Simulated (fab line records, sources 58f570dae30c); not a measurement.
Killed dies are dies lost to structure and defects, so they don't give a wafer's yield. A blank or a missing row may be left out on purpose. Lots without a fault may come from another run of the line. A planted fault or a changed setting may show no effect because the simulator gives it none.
Which tool did it? | flow berkeley_cmos170 | 15 lots, 44 wafers sampled, at 3 steps of a route of 331

WHAT THE GAUGES READ, wafer by wafer
UCB170_M2_CD_MEAS_15: target cd 700 nm. Usual: cd_nm 699.9 nm, standard deviation 1.4.
lot  | measured     | on        | cd_nm (nm)                          | flag
L837 | day 7 16:32  | cd_sem-02 | 700.2 700.0 700.8                   |
L838 | day 8 08:17  | cd_sem-02 | 698.8 698.6 698.5                   |
L839 | day 8 08:28  | cd_sem-01 | 701.8 702.5 701.8                   |
L842 | day 9 00:20  | cd_sem-01 | 700.3 701.2 701.2                   |
L840 | day 9 00:34  | cd_sem-01 | 699.0 698.5 698.8                   |
L843 | day 9 06:04  | cd_sem-01 | 700.2 699.5 698.9                   |
L847 | day 10 05:33 | cd_sem-01 | 698.9 699.8 700.2                   |
L850 | day 10 05:47 | cd_sem-02 | 755.8 754.0 755.0 755.3 754.5 755.1 | OFF
L849 | day 10 06:33 | cd_sem-01 | 758.0 758.2                         | OFF
L852 | day 10 23:45 | cd_sem-02 | 755.2 753.9 755.8 755.7 754.1 755.4 | OFF
L853 | day 11 00:15 | cd_sem-02 | 701.8 701.9 701.1                   |
L856 | day 12 00:44 | cd_sem-02 | 699.5 698.3 699.3                   |
L857 | day 12 00:47 | cd_sem-01 | 698.3 698.9 700.4                   |
L858 | day 12 01:03 | cd_sem-02 | 700.0 698.7 697.6                   |
L859 | day 12 02:26 | cd_sem-01 | 701.1 700.1 699.9                   |

UCB170_M2_CD_MEAS_90: target cd 700 nm. Usual: cd_nm 699.2 nm, standard deviation 2.3.
lot  | measured     | on        | cd_nm (nm)                          | flag
L837 | day 7 17:01  | cd_sem-02 | 700.0 700.1 700.5                   |
L838 | day 8 08:46  | cd_sem-02 | 700.1 698.9 698.1                   |
L839 | day 8 08:57  | cd_sem-01 | 698.3 699.1 700.7                   |
L842 | day 9 00:56  | cd_sem-01 | 700.6 698.8 698.8                   |
L840 | day 9 01:14  | cd_sem-01 | 703.6 702.0 700.4                   |
L843 | day 9 06:47  | cd_sem-01 | 702.4 700.1 698.3                   |
L847 | day 10 06:02 | cd_sem-02 | 702.3 702.4 704.0                   |
L850 | day 10 11:01 | cd_sem-01 | 755.1 751.3 753.4                   | OFF
L849 | day 10 07:02 | cd_sem-02 | 758.0 758.7                         | OFF
L852 | day 11 01:57 | cd_sem-01 | 753.8 752.1 756.6 754.2 752.3 756.8 | OFF
L853 | day 11 00:44 | cd_sem-01 | 699.7 699.0 698.5                   |
L856 | day 12 01:13 | cd_sem-02 | 696.6 697.3 699.7                   |
L857 | day 12 01:17 | cd_sem-01 | 696.5 700.4 699.1                   |
L858 | day 12 01:43 | cd_sem-02 | 700.3 695.8 697.7                   |
L859 | day 12 02:55 | cd_sem-02 | 696.4 701.9 696.2                   |

WHICH TOOL RAN EACH LOT (tool, then ch and the chambers of the sampled wafers, then the start)
lot  | UCB170_M2_PEB_13
L837 | litho_track-04 ch 0, day 7 16:16
L838 | litho_track-02 ch 0, day 8 08:01
L839 | litho_track-04 ch 0, day 8 08:11
L842 | litho_track-02 ch 0, day 9 00:04
L840 | litho_track-01 ch 0, day 9 00:17
L843 | litho_track-02 ch 0, day 9 05:43
L847 | litho_track-01 ch 0, day 10 05:17
L850 | litho_track-04 ch 0, day 10 05:32
L849 | litho_track-04 ch 0, day 10 06:17
L852 | litho_track-04 ch 0, day 10 23:28
L853 | litho_track-02 ch 0, day 10 23:59
L856 | litho_track-02 ch 0, day 12 00:28
L857 | litho_track-01 ch 0, day 12 00:32
L858 | litho_track-01 ch 0, day 12 00:47
L859 | litho_track-01 ch 0, day 12 02:10
- UCB170_M2_PEB_13

WHAT THE TOOLS THEMSELVES READ (means of the sampled wafers that have a number; where no wafer has one, the mark that the record gives instead)
UCB170_M2_PEB_13. Usual: heater_power_total_W 56.80 W, standard deviation 0.049; plate_temp_C 130.02 C, standard deviation 0.15.
lot  | tool           | heater_power_total_W (W) | plate_temp_C (C) | flag
L837 | litho_track-04 | 56.82                    | 130.11           |
L838 | litho_track-02 | 56.73                    | 130.09           |
L839 | litho_track-04 | 56.84                    | 130.27           |
L842 | litho_track-02 | 56.73                    | 129.86           |
L840 | litho_track-01 | 56.80                    | 130.04           |
L843 | litho_track-02 | 56.76                    | 129.99           |
L847 | litho_track-01 | 56.79                    | 129.98           |
L850 | litho_track-04 | 53.15                    | 123.49           | OFF
L849 | litho_track-04 | 53.14                    | 123.73           | OFF
L852 | litho_track-04 | 53.12                    | 123.64           | OFF
L853 | litho_track-02 | 56.80                    | 130.03           |
L856 | litho_track-02 | 56.78                    | 129.80           |
L857 | litho_track-01 | 56.84                    | 130.29           |
L858 | litho_track-01 | 56.83                    | 129.85           |
L859 | litho_track-01 | 56.81                    | 129.84           |

THE ANSWER, worked out from the rows above alone
Rule: a lot is off if the mean of its wafers that have a number lies more than 3 standard deviations from the usual mean. A lot without any number at a reading at which 4 lots or more have one is off too. The other lots that the step has rows for count as sound. The gauges are gone through in route order, then the tools' own readings, and for those a lot's mean is taken as printed above. The first step at which some lot is off is used, and at that step the reading that is off furthest; a lot without a number counts as furthest.
Off: L850, L849, L852, at UCB170_M2_CD_MEAS_15 (cd_nm).
A tool fits if, at a process step before that reading, it ran every lot that is off, and no sound lot after the first of them. The gauges at UCB170_M2_CD_MEAS_15 aren't tried: what is off there is off at UCB170_M2_PEB_13 too, on other tools, and a gauge's error can't cause that. One fits: litho_track-04 at UCB170_M2_PEB_13. Its last sound lot is L839 (day 8 08:11), its first lot that is off L850 (day 10 05:32): a fault that began between those two fits.
The tool's own readings at UCB170_M2_PEB_13 bear it out: on the lots that are off they differ by more than 5 times the standard deviation of the sound lots' means. heater_power_total_W reads 53.14 W there against 56.79 W on the sound lots; plate_temp_C reads 123.62 C there against 130.01 C on the sound lots.

WHAT THE SIMULATOR HAD PUT IN
Process parameter drift: litho_track-04, from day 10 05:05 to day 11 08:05, at UCB170_M2_PEB_13. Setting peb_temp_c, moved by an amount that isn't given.
Lots struck among those shown: L850, L849, L852. The rule above found the same.
